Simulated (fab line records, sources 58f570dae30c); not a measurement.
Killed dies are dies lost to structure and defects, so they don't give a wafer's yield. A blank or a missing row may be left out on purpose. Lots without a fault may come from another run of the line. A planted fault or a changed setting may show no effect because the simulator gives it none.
Which tool did it? | flow berkeley_cmos170 | 14 lots, 42 wafers sampled, at 3 steps of a route of 331

WHAT THE GAUGES READ, wafer by wafer
UCB170_GATE_CD_MEAS_90: target cd 350 nm. Usual: cd_nm 350.1 nm, standard deviation 1.3.
lot  | measured     | on        | cd_nm (nm)        | flag
L451 | day 6 12:05  | cd_sem-02 | 349.5 350.6 349.1 |
L460 | day 8 07:33  | cd_sem-01 | 350.2 349.4 350.3 |
L459 | day 8 07:50  | cd_sem-01 | 349.9 348.6 349.4 |
L462 | day 8 14:07  | cd_sem-01 | - - -             | OFF
L463 | day 8 14:10  | cd_sem-02 | - - -             | OFF
L465 | day 8 23:23  | cd_sem-01 | 349.4 349.0 349.6 |
L466 | day 8 23:40  | cd_sem-02 | 351.3 351.7 351.4 |
L467 | day 9 09:59  | cd_sem-02 | 349.5 348.5 349.3 |
L468 | day 9 18:44  | cd_sem-02 | 349.7 349.1 348.0 |
L470 | day 10 02:19 | cd_sem-01 | 352.7 352.2 352.6 |
L471 | day 10 02:26 | cd_sem-02 | 350.4 350.2 351.7 |
L473 | day 10 10:33 | cd_sem-02 | 352.7 350.9 351.6 |
L474 | day 10 11:03 | cd_sem-02 | 349.8 350.7 350.4 |
L472 | day 10 11:17 | cd_sem-02 | 348.5 349.1 349.5 |

WHICH TOOL RAN EACH LOT (tool, then ch and the chambers of the sampled wafers, then the start)
lot  | UCB170_GATE_ETCH_14                | UCB170_GATE_ETCH_15
L451 | rie_diel-03 ch 0,1,3, day 6 11:49  | rie_si-01 ch 0,3, day 6 11:52
L460 | rie_diel-01 ch 1,2,3, day 8 07:20  | rie_si-01 ch 1,2, day 8 07:23
L459 | rie_diel-02 ch 0,1,2, day 8 07:38  | rie_si-01 ch 0,2, day 8 07:41
L462 | rie_diel-02 ch 0,2,3, day 8 13:48  | rie_si-02 ch 0,1,2, day 8 13:50
L463 | rie_diel-03 ch 0,2, day 8 13:55    | rie_si-01 ch 1,3, day 8 13:58
L465 | rie_diel-03 ch 1,2,3, day 8 23:11  | rie_si-02 ch 2,3, day 8 23:14
L466 | rie_diel-02 ch 0,1, day 8 23:28    | rie_si-01 ch 0,2,3, day 8 23:31
L467 | rie_diel-01 ch 1,2, day 9 09:45    | rie_si-01 ch 0,1,2, day 9 09:47
L468 | rie_diel-02 ch 1,3, day 9 18:29    | rie_si-02 ch 0,2, day 9 18:31
L470 | rie_diel-01 ch 0,2,3, day 10 02:07 | rie_si-02 ch 0,1,3, day 10 02:10
L471 | rie_diel-02 ch 1,2, day 10 02:12   | rie_si-01 ch 0,2, day 10 02:15
L473 | rie_diel-03 ch 1,2,3, day 10 10:22 | rie_si-02 ch 0,2,3, day 10 10:24
L474 | rie_diel-02 ch 0,1,2, day 10 10:52 | rie_si-01 ch 0,2,3, day 10 10:54
L472 | rie_diel-03 ch 0,2, day 10 11:05   | rie_si-02 ch 1,3, day 10 11:08
- UCB170_GATE_ETCH_14: etches BARC in N2/H2.
- UCB170_GATE_ETCH_15: etches poly-Si in HBr/Cl2, stops on SiO2, time 56.3 s, target depth 278.2 nm.

WHAT THE TOOLS THEMSELVES READ (means of the sampled wafers that have a number; where no wafer has one, the mark that the record gives instead)
UCB170_GATE_ETCH_14. Usual: bias_w 102.22 W, standard deviation 0.28; chamber_pressure_mTorr 29.999 mTorr, standard deviation 0.027; drypump_motor_current_A 5.8 A, standard deviation 0.43; n2_flow_sccm 99.98 sccm, standard deviation 0.25; oes_product_au 1.004 a.u., standard deviation 0.016; throttle_valve_pct 13.30 %, standard deviation 0.14.
lot  | tool        | bias_w (W) | chamber_pressure_mTorr (mTorr) | drypump_motor_current_A (A) | n2_flow_sccm (sccm) | oes_product_au (a.u.) | throttle_valve_pct (%) | flag
L451 | rie_diel-03 | 101.95     | 29.967                         | 5.8                         | 99.84               | 1.007                 | 13.33                  |
L460 | rie_diel-01 | 102.51     | 30.018                         | 5.9                         | 99.80               | 1.002                 | 13.11                  |
L459 | rie_diel-02 | 102.03     | 29.983                         | 5.7                         | 100.04              | 1.007                 | 13.35                  |
L462 | rie_diel-02 | -          | -                              | -                           | -                   | -                     | -                      | OFF
L463 | rie_diel-03 | -          | -                              | -                           | -                   | -                     | -                      | OFF
L465 | rie_diel-03 | 102.24     | 30.000                         | 5.8                         | 99.82               | 1.010                 | 13.35                  |
L466 | rie_diel-02 | 102.17     | 30.014                         | 5.4                         | 99.72               | 1.009                 | 13.31                  |
L467 | rie_diel-01 | 102.18     | 30.036                         | 6.1                         | 100.01              | 1.001                 | 13.22                  |
L468 | rie_diel-02 | 102.34     | 30.004                         | 5.9                         | 100.13              | 0.986                 | 13.27                  |
L470 | rie_diel-01 | 102.00     | 30.008                         | 5.7                         | 99.76               | 1.013                 | 13.29                  |
L471 | rie_diel-02 | 102.30     | 30.004                         | 5.8                         | 100.09              | 1.008                 | 13.34                  |
L473 | rie_diel-03 | 101.91     | 29.977                         | 5.9                         | 99.89               | 1.011                 | 13.36                  |
L474 | rie_diel-02 | 102.13     | 30.028                         | 5.7                         | 100.15              | 1.014                 | 13.35                  |
L472 | rie_diel-03 | 102.02     | 29.987                         | 5.5                         | 100.14              | 1.008                 | 13.33                  |

UCB170_GATE_ETCH_15. Usual: HBr_flow_sccm 149.9 sccm, standard deviation 0.5; bias_w 150.1 W, standard deviation 0.46; drypump_motor_current_A 5.4 A, standard deviation 0.45; oes_product_au 0.825 a.u., standard deviation 0.012; throttle_valve_pct 26.50 %, standard deviation 0.22.
lot  | tool      | HBr_flow_sccm (sccm) | bias_w (W) | drypump_motor_current_A (A) | oes_product_au (a.u.) | throttle_valve_pct (%) | flag
L451 | rie_si-01 | 149.2                | 150.1      | 5.2                         | 0.844                 | 26.43                  |
L460 | rie_si-01 | 150.1                | 150.5      | 5.8                         | 0.829                 | 26.44                  |
L459 | rie_si-01 | 150.0                | 150.5      | 5.5                         | 0.848                 | 26.31                  |
L462 | rie_si-02 | 150.0                | 150.0      | 5.4                         | 0.269                 | 26.42                  | OFF
L463 | rie_si-01 | 149.5                | 150.0      | 5.5                         | 0.268                 | 26.59                  | OFF
L465 | rie_si-02 | 150.0                | 150.5      | 5.1                         | 0.835                 | 26.67                  |
L466 | rie_si-01 | 150.1                | 150.2      | 5.7                         | 0.818                 | 26.41                  |
L467 | rie_si-01 | 150.0                | 150.4      | 5.7                         | 0.821                 | 26.37                  |
L468 | rie_si-02 | 150.0                | 150.2      | 5.2                         | 0.831                 | 26.42                  |
L470 | rie_si-02 | 150.1                | 149.8      | 5.3                         | 0.815                 | 26.54                  |
L471 | rie_si-01 | 149.6                | 150.5      | 6.0                         | 0.834                 | 26.31                  |
L473 | rie_si-02 | 150.2                | 149.8      | 5.1                         | 0.834                 | 26.55                  |
L474 | rie_si-01 | 150.0                | 149.9      | 5.7                         | 0.827                 | 26.42                  |
L472 | rie_si-02 | 149.7                | 149.9      | 5.4                         | 0.821                 | 26.67                  |

THE ANSWER, worked out from the rows above alone
Rule: a lot is off if the mean of its wafers that have a number lies more than 3 standard deviations from the usual mean. A lot without any number at a reading at which 4 lots or more have one is off too. The other lots that the step has rows for count as sound. The gauges are gone through in route order, then the tools' own readings, and for those a lot's mean is taken as printed above. The first step at which some lot is off is used, and at that step the reading that is off furthest; a lot without a number counts as furthest.
Off: L462, L463, at UCB170_GATE_CD_MEAS_90 (cd_nm). Without a number there: L462, L463.
A tool fits if, at a process step before that reading, it ran every lot that is off, and no sound lot after the first of them. The gauges at UCB170_GATE_CD_MEAS_90 aren't tried: what is off there is off at UCB170_GATE_ETCH_14 too, on other tools, and a gauge's error can't cause that. None of those tried fits.

WHAT THE SIMULATOR HAD PUT IN
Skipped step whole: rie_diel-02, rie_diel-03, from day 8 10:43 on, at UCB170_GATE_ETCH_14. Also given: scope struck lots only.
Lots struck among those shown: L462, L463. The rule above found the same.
